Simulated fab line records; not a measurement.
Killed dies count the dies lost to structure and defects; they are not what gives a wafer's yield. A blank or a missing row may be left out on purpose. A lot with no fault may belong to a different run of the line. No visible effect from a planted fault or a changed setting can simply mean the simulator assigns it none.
Which tool did it? | flow berkeley_cmos170 | 18 wafers from 6 lots sampled at 2 of the route's 331 steps

## WHAT EACH GAUGE READ, for each wafer
UCB170_V1_CD_MEAS_90: the cd target is 700 nm.
lot  | measured     | on        | cd_nm (nm)
L458 | day 9 05:35  | cd_sem-01 | 699.8 700.3 699.2
L460 | day 9 05:42  | cd_sem-01 | 697.2 697.9 697.0
L464 | day 10 01:26 | cd_sem-01 | 700.8 701.4 701.5
L462 | day 10 02:10 | cd_sem-01 | 698.9 699.7 698.0
L467 | day 11 02:43 | cd_sem-01 | 698.8 699.2 699.9
L473 | day 11 22:01 | cd_sem-01 | 701.5 704.0 701.0

## TOOL THAT RAN EACH LOT (tool first, then ch and the chambers of the sampled wafers, then the start)
lot  | UCB170_CONTACT_ETCH_17
L458 | rie_diel-02 ch 0,1,2, day 8 19:20
L460 | rie_diel-04 ch 0,2,3, day 8 21:14
L464 | rie_diel-04 ch 0,2,3, day 9 16:24
L462 | rie_diel-03 ch 0,1,2, day 9 18:36
L467 | rie_diel-02 ch 0,1, day 10 19:06
L473 | rie_diel-04 ch 0,1,3, day 11 13:56
- UCB170_CONTACT_ETCH_17: etches BARC in N2/H2.

## THE ANSWER, worked out from the rows above alone
Rule: the usual values come from the lots themselves. Put in order of their means at a reading, lots are off if they are a third of the lots or fewer, leave a main group of 4 or more, and stand apart from it by a gap of 3 or more times the standard deviation of the main group's means; of several such gaps the widest counts. A main group whose means are all the same, to the digits that the tables above print for the reading, isn't used. A lot without any number at a reading at which 4 lots or more have one is off too. Any other lot the step has rows for is counted as sound.
Nothing can be told from this: no lot is off at any reading shown.

## WHAT HAD BEEN PUT IN BY THE SIMULATOR
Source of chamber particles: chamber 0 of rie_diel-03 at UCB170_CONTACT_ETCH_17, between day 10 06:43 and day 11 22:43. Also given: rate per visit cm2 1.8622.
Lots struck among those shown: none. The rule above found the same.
